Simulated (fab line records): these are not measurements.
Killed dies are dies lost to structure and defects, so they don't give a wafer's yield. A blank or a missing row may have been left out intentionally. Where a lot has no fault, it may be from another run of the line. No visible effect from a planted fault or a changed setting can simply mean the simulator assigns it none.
Which of the tools did it? || flow berkeley_cmos170 || 42 wafers from 14 lots sampled at 4 of the route's 331 steps

WHAT EACH GAUGE READ, for each wafer
UCB170_CONTACT_THK_MEAS_02.
{"lot": "L856", "measured": "day 7 05:17", "on": "film_metro-03", "CONTACT_PSG_THK (nm)": "694 697 696"}
{"lot": "L857", "measured": "day 7 08:30", "on": "film_metro-03", "CONTACT_PSG_THK (nm)": "712 713 712"}
{"lot": "L858", "measured": "day 7 08:34", "on": "film_metro-02", "CONTACT_PSG_THK (nm)": "711 713 706"}
{"lot": "L859", "measured": "day 7 16:11", "on": "film_metro-02", "CONTACT_PSG_THK (nm)": "700 705 700"}
{"lot": "L861", "measured": "day 7 16:11", "on": "film_metro-01", "CONTACT_PSG_THK (nm)": "709 712 710"}
{"lot": "L862", "measured": "day 8 03:33", "on": "film_metro-03", "CONTACT_PSG_THK (nm)": "707 711 713"}
{"lot": "L865", "measured": "day 8 14:16", "on": "film_metro-03", "CONTACT_PSG_THK (nm)": "702 707 703"}
{"lot": "L863", "measured": "day 8 14:16", "on": "film_metro-01", "CONTACT_PSG_THK (nm)": "706 706 703"}
{"lot": "L869", "measured": "day 9 10:45", "on": "film_metro-03", "CONTACT_PSG_THK (nm)": "694 697 694"}
{"lot": "L866", "measured": "day 9 10:47", "on": "film_metro-02", "CONTACT_PSG_THK (nm)": "694 685 686"}
{"lot": "L868", "measured": "day 9 10:51", "on": "film_metro-02", "CONTACT_PSG_THK (nm)": "690 692 698"}
{"lot": "L867", "measured": "day 9 10:49", "on": "film_metro-03", "CONTACT_PSG_THK (nm)": "697 700 703"}
{"lot": "L870", "measured": "day 9 19:46", "on": "film_metro-02", "CONTACT_PSG_THK (nm)": "690 692 696"}
{"lot": "L877", "measured": "day 10 23:28", "on": "film_metro-03", "CONTACT_PSG_THK (nm)": "697 700 699"}

UCB170_CONTACT_CD_MEAS_15: the cd target is 700 nm.
{"lot": "L856", "measured": "day 7 07:49", "on": "cd_sem-01", "cd_nm (nm)": "700.4 700.6 700.5"}
{"lot": "L857", "measured": "day 7 13:19", "on": "cd_sem-01", "cd_nm (nm)": "701.0 700.2 699.5"}
{"lot": "L858", "measured": "day 7 13:29", "on": "cd_sem-01", "cd_nm (nm)": "700.4 699.4 699.5"}
{"lot": "L859", "measured": "day 7 18:23", "on": "cd_sem-01", "cd_nm (nm)": "699.1 697.9 697.8"}
{"lot": "L861", "measured": "day 7 18:02", "on": "cd_sem-02", "cd_nm (nm)": "700.7 701.0 700.0"}
{"lot": "L862", "measured": "day 8 07:10", "on": "cd_sem-02", "cd_nm (nm)": "700.6 702.4 701.2"}
{"lot": "L865", "measured": "day 8 18:43", "on": "cd_sem-01", "cd_nm (nm)": "699.9 700.2 699.8"}
{"lot": "L863", "measured": "day 8 18:35", "on": "cd_sem-02", "cd_nm (nm)": "698.0 698.8 698.9"}
{"lot": "L869", "measured": "day 9 14:34", "on": "cd_sem-01", "cd_nm (nm)": "700.5 700.6 700.5"}
{"lot": "L866", "measured": "day 9 14:50", "on": "cd_sem-02", "cd_nm (nm)": "700.8 702.7 702.7"}
{"lot": "L868", "measured": "day 9 15:34", "on": "cd_sem-02", "cd_nm (nm)": "702.1 701.3 701.3"}
{"lot": "L867", "measured": "day 9 15:25", "on": "cd_sem-01", "cd_nm (nm)": "699.3 699.9 699.9"}
{"lot": "L870", "measured": "day 9 21:47", "on": "cd_sem-01", "cd_nm (nm)": "702.9 701.8 699.8"}
{"lot": "L877", "measured": "day 11 01:40", "on": "cd_sem-01", "cd_nm (nm)": "697.7 697.4 698.8"}

WHAT TOOL EACH LOT RAN ON (gives the tool, then ch and the chambers of the sampled wafers, and finally the start)
{"lot": "L856", "UCB170_GATE_ETCH_14": "rie_diel-02 ch 0,3, day 6 12:29", "UCB170_SILICIDE_RTA_04": "rtp_anneal-01 ch 0, day 7 03:12"}
{"lot": "L857", "UCB170_GATE_ETCH_14": "rie_diel-01 ch 0,1,2, day 6 12:44", "UCB170_SILICIDE_RTA_04": "rtp_anneal-01 ch 0, day 7 04:02"}
{"lot": "L858", "UCB170_GATE_ETCH_14": "rie_diel-03 ch 2,3, day 6 12:58", "UCB170_SILICIDE_RTA_04": "rtp_anneal-02 ch 0, day 7 03:39"}
{"lot": "L859", "UCB170_GATE_ETCH_14": "rie_diel-02 ch 0,2,3, day 6 22:04", "UCB170_SILICIDE_RTA_04": "rtp_anneal-02 ch 0, day 7 13:49"}
{"lot": "L861", "UCB170_GATE_ETCH_14": "rie_diel-01 ch 0,1, day 6 22:25", "UCB170_SILICIDE_RTA_04": "rtp_anneal-01 ch 0, day 7 14:02"}
{"lot": "L862", "UCB170_GATE_ETCH_14": "rie_diel-02 ch 1,2, day 7 11:13", "UCB170_SILICIDE_RTA_04": "rtp_anneal-01 ch 0, day 8 01:30"}
{"lot": "L865", "UCB170_GATE_ETCH_14": "rie_diel-01 ch 0,1,3, day 7 18:59", "UCB170_SILICIDE_RTA_04": "rtp_anneal-01 ch 0, day 8 11:20"}
{"lot": "L863", "UCB170_GATE_ETCH_14": "rie_diel-03 ch 2,3, day 7 19:16", "UCB170_SILICIDE_RTA_04": "rtp_anneal-01 ch 0, day 8 10:49"}
{"lot": "L869", "UCB170_GATE_ETCH_14": "rie_diel-01 ch 0,2,3, day 8 14:33", "UCB170_SILICIDE_RTA_04": "rtp_anneal-01 ch 0, day 9 06:31"}
{"lot": "L866", "UCB170_GATE_ETCH_14": "rie_diel-03 ch 0,1,3, day 8 14:49", "UCB170_SILICIDE_RTA_04": "rtp_anneal-02 ch 0, day 9 07:05"}
{"lot": "L868", "UCB170_GATE_ETCH_14": "rie_diel-02 ch 1,2, day 8 15:36", "UCB170_SILICIDE_RTA_04": "rtp_anneal-01 ch 0, day 9 07:23"}
{"lot": "L867", "UCB170_GATE_ETCH_14": "rie_diel-03 ch 0,2,3, day 8 15:50", "UCB170_SILICIDE_RTA_04": "rtp_anneal-01 ch 0, day 9 06:58"}
{"lot": "L870", "UCB170_GATE_ETCH_14": "rie_diel-03 ch 1,2, day 9 01:14", "UCB170_SILICIDE_RTA_04": "rtp_anneal-02 ch 0, day 9 17:01"}
{"lot": "L877", "UCB170_GATE_ETCH_14": "rie_diel-02 ch 0,1,2, day 10 02:19", "UCB170_SILICIDE_RTA_04": "rtp_anneal-02 ch 0, day 10 20:18"}
- UCB170_GATE_ETCH_14: etches BARC in N2/H2.
- UCB170_SILICIDE_RTA_04: time 15 s.

AS READ BY THE TOOLS THEMSELVES (means over the sampled wafers that have a number; for cases with no such wafer, the mark the record gives instead)
UCB170_GATE_ETCH_14.
{"lot": "L856", "tool": "rie_diel-02", "drypump_motor_current_A (A)": 5.5, "oes_product_au (a.u.)": 1.017, "throttle_valve_pct (%)": 13.21}
{"lot": "L857", "tool": "rie_diel-01", "drypump_motor_current_A (A)": 5.8, "oes_product_au (a.u.)": 1.007, "throttle_valve_pct (%)": 13.18}
{"lot": "L858", "tool": "rie_diel-03", "drypump_motor_current_A (A)": 5.8, "oes_product_au (a.u.)": 0.998, "throttle_valve_pct (%)": 13.33}
{"lot": "L859", "tool": "rie_diel-02", "drypump_motor_current_A (A)": 5.4, "oes_product_au (a.u.)": 1.016, "throttle_valve_pct (%)": 13.24}
{"lot": "L861", "tool": "rie_diel-01", "drypump_motor_current_A (A)": 5.7, "oes_product_au (a.u.)": 1.001, "throttle_valve_pct (%)": 13.12}
{"lot": "L862", "tool": "rie_diel-02", "drypump_motor_current_A (A)": 5.4, "oes_product_au (a.u.)": 1.006, "throttle_valve_pct (%)": 13.15}
{"lot": "L865", "tool": "rie_diel-01", "drypump_motor_current_A (A)": 5.7, "oes_product_au (a.u.)": 1.003, "throttle_valve_pct (%)": 13.10}
{"lot": "L863", "tool": "rie_diel-03", "drypump_motor_current_A (A)": 5.8, "oes_product_au (a.u.)": 1.003, "throttle_valve_pct (%)": 13.33}
{"lot": "L869", "tool": "rie_diel-01", "drypump_motor_current_A (A)": 5.7, "oes_product_au (a.u.)": 1.011, "throttle_valve_pct (%)": 13.20}
{"lot": "L866", "tool": "rie_diel-03", "drypump_motor_current_A (A)": 5.3, "oes_product_au (a.u.)": 0.984, "throttle_valve_pct (%)": 13.42}
{"lot": "L868", "tool": "rie_diel-02", "drypump_motor_current_A (A)": 5.4, "oes_product_au (a.u.)": 1.000, "throttle_valve_pct (%)": 13.15}
{"lot": "L867", "tool": "rie_diel-03", "drypump_motor_current_A (A)": 5.6, "oes_product_au (a.u.)": 0.995, "throttle_valve_pct (%)": 13.33}
{"lot": "L870", "tool": "rie_diel-03", "drypump_motor_current_A (A)": 6.0, "oes_product_au (a.u.)": 0.983, "throttle_valve_pct (%)": 13.39}
{"lot": "L877", "tool": "rie_diel-02", "drypump_motor_current_A (A)": 5.5, "oes_product_au (a.u.)": 1.009, "throttle_valve_pct (%)": 13.10}

UCB170_SILICIDE_RTA_04.
{"lot": "L856", "tool": "rtp_anneal-01", "lamp_power_pct (%)": 12.4, "wafer_temp_C_max": 654.0}
{"lot": "L857", "tool": "rtp_anneal-01", "lamp_power_pct (%)": 12.4, "wafer_temp_C_max": 653.5}
{"lot": "L858", "tool": "rtp_anneal-02", "lamp_power_pct (%)": 9.6, "wafer_temp_C_max": 655.6}
{"lot": "L859", "tool": "rtp_anneal-02", "lamp_power_pct (%)": 9.6, "wafer_temp_C_max": 655.8}
{"lot": "L861", "tool": "rtp_anneal-01", "lamp_power_pct (%)": 12.4, "wafer_temp_C_max": 653.9}
{"lot": "L862", "tool": "rtp_anneal-01", "lamp_power_pct (%)": 12.4, "wafer_temp_C_max": 654.0}
{"lot": "L865", "tool": "rtp_anneal-01", "lamp_power_pct (%)": 12.4, "wafer_temp_C_max": 654.3}
{"lot": "L863", "tool": "rtp_anneal-01", "lamp_power_pct (%)": 12.4, "wafer_temp_C_max": 653.3}
{"lot": "L869", "tool": "rtp_anneal-01", "lamp_power_pct (%)": 12.4, "wafer_temp_C_max": 654.1}
{"lot": "L866", "tool": "rtp_anneal-02", "lamp_power_pct (%)": 9.6, "wafer_temp_C_max": 655.1}
{"lot": "L868", "tool": "rtp_anneal-01", "lamp_power_pct (%)": 11.4, "wafer_temp_C_max": 629.5}
{"lot": "L867", "tool": "rtp_anneal-01", "lamp_power_pct (%)": 11.4, "wafer_temp_C_max": 629.9}
{"lot": "L870", "tool": "rtp_anneal-02", "lamp_power_pct (%)": 9.6, "wafer_temp_C_max": 656.0}
{"lot": "L877", "tool": "rtp_anneal-02", "lamp_power_pct (%)": 9.6, "wafer_temp_C_max": 656.3}

THE ANSWER, worked out from the rows above alone
Rule: what is usual is taken from the lots themselves. The widest of any qualifying gaps counts: lots, ordered by their means at a reading, are off when they make up no more than a third of the lots, leave a main group of 4 or more, and stand apart from it by 3 or more times the standard deviation of that group's means. Not used: any main group whose means are identical at the precision the tables above print for the reading. A lot without any number at a reading at which 4 lots or more have one is off too. Any other lot the step has rows for is counted as sound. Order of review: gauges by route order, followed by the tools' own readings, for which a lot's mean as printed above is used. At the first step where some lot is off, the reading lying furthest off is the one used; lots without a number count as furthest.
Off, at UCB170_SILICIDE_RTA_04 on wafer_temp_C_max: L868, L867. The main group: mean 654.7, standard deviation 1.
A tool fits if, at that step or a process step before it, it ran every lot that is off, and no sound lot after the first of them. One fits: rtp_anneal-01 at UCB170_SILICIDE_RTA_04. A fault onset in the window from L869 (day 9 06:31, its last sound lot) to L867 (day 9 06:58, its first lot off) fits.
On the lots that are off, the tool's own readings at UCB170_SILICIDE_RTA_04 differ by more than 5 times the standard deviation of the sound lots' means, which bears it out; wafer_temp_C_max reads 629.7 there versus 654.7 on the sound lots.

WHAT THE SIMULATOR HAD INSERTED
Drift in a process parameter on rtp_anneal-01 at UCB170_SILICIDE_RTA_04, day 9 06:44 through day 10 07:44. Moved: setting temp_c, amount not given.
Lots struck among those shown: L867, L868. The same result came from the rule above.
